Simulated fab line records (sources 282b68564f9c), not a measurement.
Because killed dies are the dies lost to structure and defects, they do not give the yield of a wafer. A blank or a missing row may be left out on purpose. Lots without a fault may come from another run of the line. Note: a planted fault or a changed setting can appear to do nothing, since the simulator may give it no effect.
A lot that was struck, set against a sound lot ; flow ritCmos ; 44 out of 202 route steps
Sound: these wafers, L450.1, L450.2, L450.5. Struck: wafers L453.2, L453.3, L453.4. At the end, the cause is stated.
For every step that has rows: the tool of each side, followed by ch and its chambers, followed by its first start. Under that, the readings that differ: sound wafers ; struck wafers ; difference of the means ; sigmas: that difference in standard deviations of wafers without a fault.
alike: a reading whose means differ by less than 2 such deviations, as well as words and numbers matching on both sides. not compared: withheld readings; readings where some wafer has no value; bounds like >300 that might hide an equal value; numbers whose values overlap and for which the record gives no deviation.
Wherever a step has rows on one side only, a row that says differs or no value, or a row with sigmas, the two part there. When numbers do not overlap yet have no deviation, they are printed without sigmas and do not part them. Lack of a reading on every wafer of one side parts them only where that side has two or more wafers.

first, 1 step without rows for these wafers: RIT_PRETRO_IMPLANT_08.
RIT_PRETRO_STRIP_09: strips in O2, time 180 s.
  sound on plasmaAsher-02 ch 0,1, day 2 14:58; struck on plasmaAsher-04 ch 0,1, day 3 05:13
  alike: drypumpMotorCurrentA
  not compared: rfHoursCounterH
RIT_PRETRO_TW_MEAS_10:
  sound on filmMetro-02 at day 2 15:08; struck on filmMetro-02 at day 3 05:24
  alike: PRETRO_TW
then, 5 steps without rows for these wafers: RIT_GATE_WET_ETCH_00 (etches SiO2 in BOE, target depth 56 nm, time 60 s); RIT_GATE_CLEAN_01 (cleans in SC1, time 600 s); RIT_GATE_CLEAN_02 (cleans in dHF, time 30 s); RIT_GATE_CLEAN_03 (cleans in SC2, time 600 s); RIT_GATE_CLEAN_04 (cleans in dHF, time 60 s).
RIT_FOX2_THK_MEAS_91:
  sound on filmMetro-03 at day 2 15:37; struck on filmMetro-04 at day 3 06:05
  alike: FIELD_OXIDE_LEFT_2_THK
then, 2 steps without rows for these wafers: RIT_GATE_OXIDATION_05 (target thk 3 nm, ox time 270 s); RIT_GATE_ANNEAL_06 (time 600 s).
RIT_GATE_THK_MEAS_07:
  sound on filmMetro-03 at day 2 21:02; struck on filmMetro-01 at day 3 09:19
  alike: GATE_OXIDE_THK
RIT_GATE_CVD_08: deposits poly-Si from SiH4, target thk 250 nm, time 2220 s.
  sound on lpcvd-01 ch 0, day 2 21:37; struck on lpcvd-01 ch 0, day 3 09:52
reading;sound;struck;difference;sigmas
sih4FlowSccm (sccm);100.01 100.24 100.37;80.72 80.23 80.61;-19.69;-68
model.poly-Si_of_GATE_CVD_08.thkNm (nm);252.1 250.5 252.5;199.2 198.3 197.8;-53.3;
RIT_GATE_THK_MEAS_09:
  sound on filmMetro-04 at day 2 23:14; struck on filmMetro-04 at day 3 11:29
reading;sound;struck;difference;sigmas
GATE_POLY_THK (nm);252.0 250.5 252.6;199.2 198.1 197.8;-53.3;-28
then, 6 steps without rows for these wafers: RIT_GATE_HMDS_10 (prime time 60 s); RIT_GATE_COAT_11 (resist thk 850 nm); RIT_GATE_SOFTBAKE_12 (time 60 s); RIT_GATE_EXPOSE_13 (exposes mask M6, target cd 150 nm); RIT_GATE_PEB_14; RIT_GATE_DEVELOP_15 (develop time 50 s).
RIT_GATE_CD_MEAS_16: target cd 150 nm.
  sound on cdSem-01 at day 3 00:16; struck on cdSem-01 at day 3 12:25
  alike: cdNm
RIT_GATE_OVL_MEAS_17:
  sound on overlay-01 at day 3 00:23; struck on overlay-01 at day 3 12:31
  alike: GATE_OVL
then, 1 step without rows for these wafers: RIT_GATE_HARDBAKE_18 (time 60 s).
RIT_GATE_ETCH_19: etches poly-Si in SF6/CHF3/O2, stops on SiO2, time 165 s, target depth 312.5 nm.
  sound on rieSi-02 ch 0,1,2, day 3 00:34; struck on rieSi-01 ch 0,1,2, day 3 12:41
reading;sound;struck;difference;sigmas
oesProductAu (a.u.);0.871 0.827 0.878;0.735 0.716 0.711;-0.138;-9
model.etch.depthNm (nm);252.1 250.5 252.5;199.2 198.3 197.8;-53.3;
model.GATE.featureDepthNm (nm);252.1 250.5 252.5;199.2 198.3 197.8;-53.3;
  alike: O2_flow_sccm, drypumpMotorCurrentA, throttleValvePct
  not compared: rfHoursCounterH
RIT_GATE_STRIP_20: strips in O2, time 180 s.
  sound on plasmaAsher-04 ch 0,1, day 3 00:41; struck on plasmaAsher-03 ch 0,1, day 3 12:48
  alike: drypumpMotorCurrentA
  not compared: rfHoursCounterH
RIT_GATE_CD_MEAS_90: target cd 150 nm.
  sound on cdSem-02 at day 3 00:52; struck on cdSem-02 at day 3 13:00
  alike: cdNm
then, 4 steps without rows for these wafers: RIT_REOX_CLEAN_00 (cleans in SC1, time 600 s); RIT_REOX_CLEAN_01 (cleans in dHF, time 30 s); RIT_REOX_CLEAN_02 (cleans in SC2, time 600 s); RIT_REOX_OXIDATION_03 (target thk 25.2 nm, ox time 5580 s).
RIT_REOX_THK_MEAS_04:
  sound on filmMetro-04 at day 3 04:17; struck on filmMetro-02 at day 3 17:56
reading;sound;struck;difference;sigmas
REOX_OXIDE_THK (nm);25.5 25.9 25.5;23.2 23.8 23.8;-2.0;-4
then, 6 steps without rows for these wafers: RIT_NLDD_HMDS_00 (prime time 60 s); RIT_NLDD_COAT_01 (resist thk 1000 nm); RIT_NLDD_SOFTBAKE_02 (time 60 s); RIT_NLDD_EXPOSE_03 (exposes mask M7, target cd 40700 nm); RIT_NLDD_PEB_04; RIT_NLDD_DEVELOP_05 (develop time 50 s).
RIT_NLDD_OVL_MEAS_06:
  sound on overlay-02 at day 3 05:19; struck on overlay-01 at day 3 18:58
  alike: NLDD_OVL
then, 2 steps without rows for these wafers: RIT_NLDD_HARDBAKE_07 (time 60 s); RIT_NLDD_IMPLANT_08.
RIT_NLDD_STRIP_09: strips in O2, time 180 s.
  sound on plasmaAsher-02 ch 0,1, day 3 05:39; struck on plasmaAsher-03 ch 0,1, day 3 19:18
  alike: drypumpMotorCurrentA
  not compared: rfHoursCounterH
RIT_NLDD_TW_MEAS_10:
  sound on filmMetro-01 at day 3 05:50; struck on filmMetro-03 at day 3 19:29
reading;sound;struck;difference;sigmas
NLDD_TW;2481 2483 2482;2544 2558 2550;+69;+2
RIT_SDANNEAL_CLEAN_02: cleans in SC2, time 600 s.
  sound on wetBench-03 ch 0, day 3 13:14; struck on wetBench-02 ch 1, day 4 02:43
reading;sound;struck;difference;sigmas
model.poly-Si_of_GATE_CVD_08.thkNm (nm);167 165.4 164.3;113 110.8 110.9;-54;
  alike: bathHeatDutyPct
RIT_M1_PROBE_99:
  sound on prober-02 at day 3 21:07; struck on prober-01 at day 4 10:49
reading;sound;struck;difference;sigmas
model.etest.pmosTurned.rOnOhmUm;3489 3540 3553;2909 2986 2976;-570;
model.etest.nmos_0p3.rOnOhmUm;2168 2178 2216;2062 2102 2072;-109;
model.etest.nmosTurned.driveUaUm;315.4 307.3 305.5;423.4 422.5 415.3;+111.0;
model.etest.pmosTurned.driveUaUm;184.6 181.4 181.7;237.6 232.2 233.1;+51.7;
model.etest.nmos_0p15.driveUaUm;467.1 458.2 449.7;501.7 508.6 496.3;+43.9;
model.etest.nmosNarrow.driveUaUm;219.5 215.3 214.8;232.8 236.9 231.4;+17.2;
model.etest.nmos_0p3.driveUaUm;219.8 218.4 216.3;235.8 238 232.2;+17.2;
model.etest.ppolyLine.rsOhmSq;16.27 16.55 16.42;17.11 17.08 16.93;+0.63;
  alike: killed_at_M0_to_M3, killedAtContacts, killedAtFrontEnd, killedDies, killedOnRim, killedOpen, killedShort

## WHERE THEY PART
Last at RIT_NLDD_TW_MEAS_10 as far as this record goes, first at RIT_GATE_CVD_08. Later steps at which nothing parts them and some readings are alike: RIT_SDANNEAL_CLEAN_02, RIT_M1_PROBE_99.

WHY: whatever the simulator had introduced
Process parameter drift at RIT_GATE_CVD_08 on lpcvd-01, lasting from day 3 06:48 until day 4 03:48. The setting sih4FlowSccm was moved by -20, starting from 100.
